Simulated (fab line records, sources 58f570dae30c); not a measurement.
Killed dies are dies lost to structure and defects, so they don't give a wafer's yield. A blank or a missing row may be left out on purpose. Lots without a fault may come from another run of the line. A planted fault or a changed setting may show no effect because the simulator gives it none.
Split-lot experiment | flow berkeley_cmos170 | 5 lots, 23 wafers read, on a route of 331 steps

THE SPLIT
At UCB170_PVT_COAT_01 (resist thk 900 nm), the setting resist_thk_nm was moved away from the recipe's 900 nm on 8 of the 23 wafers read, by -3.6% to +4.9%. The other wafers ran this setting at the recipe's value.

The reading is taken at the split's own step.

THE READING
KrF_of_PVT_COAT_01.thk_nm (the simulator's own value, which no gauge read), in nm, at UCB170_PVT_COAT_01 (resist thk 900 nm). The file gives no usual value for it. The 15 wafers here that ran the recipe average 901.5 nm, standard deviation 2.5 nm.

wafer  | tool, chamber at the split | resist_thk_nm as run, nm | against the recipe | KrF_of_PVT_COAT_01.thk_nm, nm | against lot-mates on the recipe
L076.1 | litho_track-01, 0          | 943.8                    | +4.9%              | 940.7                         | +43.2
L076.2 | litho_track-01, 0          | 943.8                    | +4.9%              | 941.4                         | +43.9
L076.3 | litho_track-01, 0          | 943.8                    | +4.9%              | 941.8                         | +44.2
L076.4 | litho_track-01, 0          | 900                      | recipe             | 894.7                         | -
L076.6 | litho_track-01, 0          | 900                      | recipe             | 900.4                         | -
L077.1 | litho_track-01, 0          | 900                      | recipe             | 897.4                         | -
L077.2 | litho_track-01, 0          | 900                      | recipe             | 902.4                         | -
L077.3 | litho_track-01, 0          | 867.2                    | -3.6%              | 865.2                         | -34.7
L077.4 | litho_track-01, 0          | 867.2                    | -3.6%              | 866.8                         | -33.1
L077.6 | litho_track-01, 0          | 867.2                    | -3.6%              | 867.6                         | -32.3
L081.4 | litho_track-02, 0          | 900                      | recipe             | 901.3                         | -
L081.5 | litho_track-02, 0          | 900                      | recipe             | 903.1                         | -
L081.6 | litho_track-02, 0          | 900                      | recipe             | 901.5                         | -
L085.1 | litho_track-04, 0          | 900                      | recipe             | 903.4                         | -
L085.2 | litho_track-04, 0          | 900                      | recipe             | 903.8                         | -
L085.4 | litho_track-04, 0          | 900                      | recipe             | 903.7                         | -
L085.5 | litho_track-04, 0          | 900                      | recipe             | 902                           | -
L085.6 | litho_track-04, 0          | 900                      | recipe             | 900                           | -
L084.1 | litho_track-02, 0          | 900                      | recipe             | 902.1                         | -
L084.2 | litho_track-02, 0          | 900                      | recipe             | 902                           | -
L084.3 | litho_track-02, 0          | 935.3                    | +3.9%              | 935.7                         | +33.0
L084.5 | litho_track-02, 0          | 935.3                    | +3.9%              | 940                           | +37.3
L084.6 | litho_track-02, 0          | 900                      | recipe             | 904.1                         | -

THE FIT
A straight line over all 23 wafers: KrF_of_PVT_COAT_01.thk_nm changes by +8.87 nm for each +1% of resist_thk_nm; r = +0.99; the points scatter about the line by 2.7 nm.
The same after taking each lot's own level away (the mean of its wafers on the recipe; 23 wafers): +9.04 nm for each +1%; r = +1.00; scatter 1.7 nm.
On that fit, the largest move of resist_thk_nm shifts the reading by 44 nm.
The lots' own levels span 897.55 to 902.73 nm, that is 2.1 times the standard deviation above.
So the lot-to-lot level changes the slope little: the two slopes agree.
Check: with one of the wafers moved furthest among these (+4.9%) left out of the fit, the line predicts +44 nm for it against its lot-mates. It came out at +43.2 nm against them.

OTHER SPLITS ON THESE WAFERS
These wafers also went through other splits before the reading. Each is held against what the fit with the lots' levels taken away leaves over:
other split on the same wafers     | wafers away from the commonest value | r with KrF_of_PVT_COAT_01.thk_nm (lot level and that fit taken away)
UCB170_ZERO_COAT_01 resist_thk_nm  | 4                                    | -0.26
UCB170_NWELL_OXIDATION_01 temp_c   | 18                                   | -0.02
UCB170_PWELL_OXIDATION_02 temp_c   | 18                                   | -0.01
UCB170_PWELL_IMPLANT_15 energy_kev | 10                                   | -0.09
UCB170_PFIELD_COAT_01 spin_rpm     | 7                                    | -0.03

THE WHOLE CHAIN: every reading that the file lists as answering this split, in the file's order
step                | what it does      | reading                                                                    | change (the file's fit)              | r (the file's)
UCB170_PVT_COAT_01  | resist thk 900 nm | KrF_of_PVT_COAT_01.thk_nm (the simulator's own value, which no gauge read) | +9.02 nm for each +1% of the setting | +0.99
UCB170_PVT_STRIP_08 | strips in O2      | strip_time_to_endpoint_s                                                   | withheld for each +1% of the setting | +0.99

THE FILE'S OWN FIT
KrF_of_PVT_COAT_01.thk_nm changes by +9.02 nm for each +1% of resist_thk_nm, r = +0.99.
